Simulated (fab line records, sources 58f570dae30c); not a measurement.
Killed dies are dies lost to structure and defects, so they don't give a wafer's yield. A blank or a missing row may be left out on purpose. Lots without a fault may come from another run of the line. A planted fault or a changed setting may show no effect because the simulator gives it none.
Which tool did it? | flow berkeley_cmos170 | 14 lots, 42 wafers sampled, at 5 steps of a route of 331

WHAT THE GAUGES READ, wafer by wafer
UCB170_START_THK_MEAS_03. Usual: START_OXIDE_THK 20.0 nm, standard deviation 0.39.
lot  | measured    | on            | START_OXIDE_THK (nm) | flag
L560 | day 1 19:09 | film_metro-03 | 19.6 20.0 19.9       |
L564 | day 2 17:12 | film_metro-04 | 20.3 20.1 20.1       |
L565 | day 2 20:19 | film_metro-04 | 19.7 19.3 19.6       |
L566 | day 3 02:29 | film_metro-03 | 20.1 19.8 19.8       |
L567 | day 3 05:48 | film_metro-01 | 19.8 20.0 20.1       |
L568 | day 3 10:44 | film_metro-03 | 19.4 19.2 19.1       |
L571 | day 4 03:07 | film_metro-03 | 20.0 20.1 20.3       |
L572 | day 4 10:44 | film_metro-04 | 19.4 19.5 19.8       |
L574 | day 4 18:24 | film_metro-04 | 19.7 20.0 20.1       |
L575 | day 5 03:14 | film_metro-01 | 20.2 20.1 19.5       |
L576 | day 5 03:14 | film_metro-03 | 19.6 19.5 19.8       |
L578 | day 5 12:51 | film_metro-01 | 20.0 20.0 19.7       |
L581 | day 6 05:02 | film_metro-01 | 20.3 19.7 20.1       |
L582 | day 6 09:07 | film_metro-04 | 20.8 20.5 20.4       |

UCB170_WELLDRIVE_THK_MEAS_02. Usual: WELLDRIVE_OXIDE_THK 199 nm, standard deviation 3.7.
lot  | measured    | on            | WELLDRIVE_OXIDE_THK (nm) | flag
L560 | day 4 07:44 | film_metro-02 | 203 198 201              |
L564 | day 4 20:14 | film_metro-02 | 200 202 201              |
L565 | day 4 15:29 | film_metro-03 | 201 201 200              |
L566 | day 5 16:26 | film_metro-03 | 199 198 193              |
L567 | day 5 16:25 | film_metro-01 | 201 201 204              |
L568 | day 6 06:30 | film_metro-01 | 198 196 199              |
L571 | day 6 06:31 | film_metro-02 | 201 202 200              |
L572 | day 6 21:39 | film_metro-01 | 200 201 202              |
L574 | day 6 21:41 | film_metro-02 | 197 204 198              |
L575 | day 7 01:31 | film_metro-02 | 195 196 194              |
L576 | day 7 01:31 | film_metro-03 | 196 196 197              |
L578 | day 7 06:32 | film_metro-03 | 197 205 203              |
L581 | day 8 06:26 | film_metro-02 | 115 113 116              | OFF
L582 | day 8 01:41 | film_metro-03 | 122 115 119              | OFF

UCB170_ACTIVE_CD_MEAS_90: target cd 1200 nm. Usual: cd_nm 1199.6 nm, standard deviation 1.7.
lot  | measured    | on        | cd_nm (nm)           | flag
L560 | day 5 11:01 | cd_sem-02 | 1198.4 1196.4 1198.3 |
L564 | day 5 19:57 | cd_sem-01 | 1196.0 1195.3 1196.2 |
L565 | day 5 19:42 | cd_sem-01 | 1199.2 1198.9 1199.7 |
L566 | day 6 10:58 | cd_sem-01 | 1198.4 1198.0 1196.2 |
L567 | day 6 11:11 | cd_sem-01 | 1201.6 1202.0 1203.4 |
L568 | day 7 01:17 | cd_sem-01 | 1199.1 1199.6 1199.4 |
L571 | day 7 01:11 | cd_sem-01 | 1199.5 1200.0 1197.9 |
L572 | day 7 14:59 | cd_sem-02 | 1198.2 1197.1 1197.7 |
L574 | day 7 15:25 | cd_sem-02 | 1201.0 1199.6 1200.4 |
L575 | day 7 14:43 | cd_sem-02 | 1200.4 1200.5 1201.1 |
L576 | day 7 15:13 | cd_sem-02 | 1201.4 1203.2 1201.9 |
L578 | day 8 01:29 | cd_sem-01 | 1199.5 1198.6 1198.0 |
L581 | day 8 20:28 | cd_sem-01 | 1202.8 1202.9 1202.2 |
L582 | day 8 18:47 | cd_sem-01 | 1199.6 1198.4 1198.9 |

UCB170_GATE_THK_MEAS_02. Usual: GATE_OXIDE_THK 6.58 nm, standard deviation 0.1.
lot  | measured     | on            | GATE_OXIDE_THK (nm) | flag
L560 | day 7 00:02  | film_metro-02 | 6.64 6.70 6.67      |
L564 | day 7 11:04  | film_metro-03 | 6.66 6.57 6.55      |
L565 | day 7 11:08  | film_metro-01 | 6.50 6.49 6.39      |
L566 | day 8 03:02  | film_metro-03 | 6.63 6.62 6.55      |
L567 | day 8 03:04  | film_metro-03 | 6.55 6.44 6.51      |
L568 | day 8 12:42  | film_metro-03 | 6.77 6.74 6.66      |
L571 | day 8 12:43  | film_metro-01 | 6.66 6.54 6.62      |
L572 | day 8 22:30  | film_metro-01 | 6.46 6.56 6.60      |
L574 | day 8 22:32  | film_metro-01 | 6.51 6.59 6.57      |
L575 | day 8 22:29  | film_metro-03 | 6.62 6.69 6.67      |
L576 | day 8 22:30  | film_metro-02 | 6.66 6.68 6.70      |
L578 | day 9 23:08  | film_metro-02 | 6.57 6.51 6.56      |
L581 | day 10 13:52 | film_metro-02 | 6.53 6.64 6.63      |
L582 | day 10 13:52 | film_metro-03 | 6.50 6.56 6.52      |

WHICH TOOL RAN EACH LOT (tool, then ch and the chambers of the sampled wafers, then the start)
lot  | UCB170_WELLDRIVE_OXIDATION_01
L560 | furnace-02 ch 0, day 4 04:13
L564 | furnace-02 ch 0, day 4 16:43
L565 | furnace-02 ch 0, day 4 11:58
L566 | furnace-02 ch 0, day 5 12:55
L567 | furnace-02 ch 0, day 5 12:55
L568 | furnace-03 ch 0, day 6 02:59
L571 | furnace-03 ch 0, day 6 02:59
L572 | furnace-02 ch 0, day 6 18:08
L574 | furnace-02 ch 0, day 6 18:08
L575 | furnace-04 ch 0, day 6 22:00
L576 | furnace-04 ch 0, day 6 22:00
L578 | furnace-02 ch 0, day 7 02:59
L581 | furnace-02 ch 0, day 8 02:56
L582 | furnace-02 ch 0, day 7 22:11
- UCB170_WELLDRIVE_OXIDATION_01: target thk 199 nm, ox time 9000 s.

WHAT THE TOOLS THEMSELVES READ (means of the sampled wafers that have a number; where no wafer has one, the mark that the record gives instead)
UCB170_WELLDRIVE_OXIDATION_01. Usual: spike_tc_load_C 1128.8 C, standard deviation 1.4.
lot  | tool       | spike_tc_load_C (C) | flag
L560 | furnace-02 | 1129.9              |
L564 | furnace-02 | 1131.1              |
L565 | furnace-02 | 1129.6              |
L566 | furnace-02 | 1129.8              |
L567 | furnace-02 | 1129.4              |
L568 | furnace-03 | 1125.4              |
L571 | furnace-03 | 1126.5              |
L572 | furnace-02 | 1128.9              |
L574 | furnace-02 | 1129.6              |
L575 | furnace-04 | 1129.9              |
L576 | furnace-04 | 1128.9              |
L578 | furnace-02 | 1128.6              |
L581 | furnace-02 | 1129.2              |
L582 | furnace-02 | 1128.8              |

THE ANSWER, worked out from the rows above alone
Rule: a lot is off if the mean of its wafers that have a number lies more than 3 standard deviations from the usual mean. A lot without any number at a reading at which 4 lots or more have one is off too. The other lots that the step has rows for count as sound. The gauges are gone through in route order, then the tools' own readings, and for those a lot's mean is taken as printed above. The first step at which some lot is off is used, and at that step the reading that is off furthest; a lot without a number counts as furthest.
Off: L581, L582, at UCB170_WELLDRIVE_THK_MEAS_02 (WELLDRIVE_OXIDE_THK).
A tool fits if, at a process step before that reading, it ran every lot that is off, and no sound lot after the first of them. The gauges at UCB170_WELLDRIVE_THK_MEAS_02 are tried like those tools. One fits: furnace-02 at UCB170_WELLDRIVE_OXIDATION_01. Its last sound lot is L578 (day 7 02:59), its first lot that is off L582 (day 7 22:11): a fault that began between those two fits.

WHAT THE SIMULATOR HAD PUT IN
Process parameter drift: furnace-02, from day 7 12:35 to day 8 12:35, at UCB170_WELLDRIVE_OXIDATION_01. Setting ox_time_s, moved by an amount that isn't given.
Lots struck among those shown: L581, L582. The rule above found the same.
